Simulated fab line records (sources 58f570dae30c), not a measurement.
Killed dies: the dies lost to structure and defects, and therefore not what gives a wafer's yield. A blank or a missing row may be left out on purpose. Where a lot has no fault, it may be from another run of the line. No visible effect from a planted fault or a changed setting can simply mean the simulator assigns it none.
Chamber matching | flow berkeley-cmos170 | UCB170_ACTIVE_ETCH_15 on rie-diel-03 has 4 sister chambers
The step etches Si3N4 in CH3F/Ar/O2, stops on SiO2, target depth 242 nm, time 151 s. 14 wafers are shown with their chamber, then 7 later ones without.

## WAFERS PAIRED WITH THEIR CHAMBERS
wafer  | chamber | drypump-motor-current-A (A) | throttle-valve-pct (%) | oes-product-au (a.u.)
L705.1 | 2       | 5.4                         | 8.27                   | 0.945
L705.4 | 0       | 5.4                         | 8.00                   | 0.915
L705.5 | 2       | 5.4                         | 8.26                   | 0.931
L707.1 | 0       | 5.4                         | 7.99                   | 0.909
L707.2 | 2       | 5.4                         | 8.25                   | 0.932
L707.3 | 1       | 5.3                         | 7.89                   | 0.937
L710.1 | 2       | 5.4                         | 8.26                   | 0.933
L710.4 | 3       | 6.8                         | 8.12                   | 0.953
L710.6 | 1       | 5.3                         | 7.90                   | 0.942
L714.2 | 3       | 6.9                         | 8.10                   | 0.936
L714.3 | 1       | 5.3                         | 7.90                   | 0.930
L714.6 | 0       | 5.3                         | 8.00                   | 0.900
L716.1 | 2       | 5.4                         | 8.24                   | 0.942
L716.3 | 3       | 6.8                         | 8.10                   | 0.944

SIGNATURES (means of the wafers above)
reading                 | chamber 0 | chamber 1 | chamber 2 | chamber 3 | scatter within a chamber
drypump-motor-current-A | 5.367     | 5.300     | 5.400     | 6.833     | 0.0365
throttle-valve-pct      | 7.9967    | 7.8967    | 8.2560    | 8.1067    | 0.00959
oes-product-au          | 0.90800   | 0.93633   | 0.93660   | 0.94433   | 0.00705
Rule: a wafer's distance from a chamber is the root of the sum, over the readings, of the square of ((its reading less the chamber's mean) divided by the reading's scatter). If the next closest chamber is less than 2 further off than the closest, the wafer can't be placed; otherwise it belongs to the closest. How the scatter is found: for the shown wafers, subtract from each reading the mean of its chamber, square and add these, divide the total by (wafers less chambers), then take the root.

## WAFERS WITHOUT THEIR CHAMBER
wafer  | drypump-motor-current-A (A) | throttle-valve-pct (%) | oes-product-au (a.u.)
L716.6 | 5.4                         | 8.25                   | 0.932
L724.1 | 5.4                         | 8.00                   | 0.909
L724.4 | 5.4                         | 8.25                   | 0.927
L724.6 | 5.4                         | 7.99                   | 0.913
L725.4 | 5.3                         | 8.01                   | 0.918
L725.5 | 5.4                         | 8.26                   | 0.926
L725.6 | 5.3                         | 7.99                   | 0.916

## WHICH CHAMBER EACH WENT THROUGH
wafer  | from the rows above | in truth
L716.6 | 2                   | 2
L724.1 | 0                   | 0
L724.4 | 2                   | 2
L724.6 | 0                   | 0
L725.4 | 0                   | 0
L725.5 | 2                   | 2
L725.6 | 0                   | 0
Correctly placed: 7 of 7. Not placeable from these rows: 0. Placed wrongly: 0.
